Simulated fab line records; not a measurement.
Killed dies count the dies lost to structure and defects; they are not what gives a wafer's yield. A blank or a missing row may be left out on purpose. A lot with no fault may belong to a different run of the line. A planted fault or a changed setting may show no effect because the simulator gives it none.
2 desks, one fault || flow ritCmos || numbers are kept per desk, each desk with only its own; the story behind them comes last

FROM THE METROLOGY DESK
Lot by lot, what the gauges showed, no matter which tool ran the lot: averages of those sampled wafers that carry a number. Any lot whose mean is over 4 standard deviations away from the usual mean is out of limits and marked OUT; that distance is given in the brackets.
Columns: A = PSD_OVL at RIT_PSD_OVL_MEAS_06, usual -1.3 nm; B = NLDD_RS at RIT_SDANNEAL_RS_MEAS_07, usual 151.6 ohm/sq
{"lot": "L211", "first seen here": "day 3 00:23", "A": -3.3, "B": 151.5}
{"lot": "L212", "first seen here": "day 3 09:50", "A": 0.7, "B": 152.1}
{"lot": "L213", "first seen here": "day 3 12:10", "A": -1.4, "B": 151.2}
{"lot": "L214", "first seen here": "day 3 16:17", "A": -2.3, "B": 151.5}
{"lot": "L217", "first seen here": "day 4 06:02", "A": -0.6, "B": 151.3}
{"lot": "L219", "first seen here": "day 4 17:15", "A": -0.2, "B": 151.8}
{"lot": "L220", "first seen here": "day 4 22:29", "A": -2.0, "B": 152.1}
{"lot": "L225", "first seen here": "day 6 00:49", "A": 0.5, "B": 152.0}
{"lot": "L226", "first seen here": "day 6 03:37", "A": -1.2, "B": 151.8}
{"lot": "L227", "first seen here": "day 6 09:45", "A": -2.1, "B": 151.3}
{"lot": "L230", "first seen here": "day 7 00:42", "A": -0.6, "B": 151.8}
{"lot": "L231", "first seen here": "day 7 04:58", "A": -0.8, "B": 151.5}
{"lot": "L233", "first seen here": "day 7 15:19", "A": -2.1, "B": 151.2}
{"lot": "L234", "first seen here": "day 7 19:46", "A": -1.7, "B": 151.5}
Finding of this desk: none of the 14 lots has anything out of limits.

AT THE TOOL OWNER'S DESK: rieDiel-02
The tool's own readings at RIT_SPACER_ETCHBACK_05 (etches Si3N4 in SF6/CHF3, stops on SiO2, target depth 250 nm, time 240 s): means of the sampled wafers that have a number, for each lot that ran on this tool. Any lot whose mean is over 4 standard deviations away from the usual mean is out of limits and marked OUT; that distance is given in the brackets.
Columns: A = drypumpMotorCurrentA at RIT_SPACER_ETCHBACK_05, usual 5.8 A; B = oesProductAu at RIT_SPACER_ETCHBACK_05, usual 0.840 a.u.; C = runLengthS at RIT_SPACER_ETCHBACK_05, usual 268.2 s; D = throttleValvePct at RIT_SPACER_ETCHBACK_05, usual 10.29 %
{"lot": "L213", "first seen here": "day 3 09:37", "A": 5.7, "B": 0.845, "C": 268.6, "D": 10.37}
{"lot": "L214", "first seen here": "day 3 13:50", "A": 5.9, "B": 0.845, "C": 268.6, "D": 10.37}
{"lot": "L217", "first seen here": "day 4 03:20", "A": 5.8, "B": 0.886, "C": "257.6 (-22) OUT", "D": 10.39}
{"lot": "L220", "first seen here": "day 4 19:56", "A": 5.6, "B": 0.860, "C": "263.4 (-9.9) OUT", "D": 10.36}
This desk's verdict: out of limits on L217, L220, starting with L217 at day 4 03:20 (runLengthS at RIT_SPACER_ETCHBACK_05). In limits: L213, L214.

ALL TOGETHER
The tool owner's desk had the chance to raise an alarm at day 4 03:20 on L217, L220.
From the metrology desk's view, nothing was out of limits.
The metrology desk holds a record of L217, L220, inside its limits.
RIT_SPACER_ETCHBACK_05 was run on rieDiel-02 by each of the lots named.

WHAT THE SIMULATOR PUT IN
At RIT_SPACER_ETCHBACK_05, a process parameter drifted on rieDiel-02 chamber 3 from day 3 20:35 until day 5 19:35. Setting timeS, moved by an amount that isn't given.
Lots struck among those shown: L217, L220.
Time in hours from fault onset to the first out-of-limits reading at each desk: the tool owner's desk, 7.
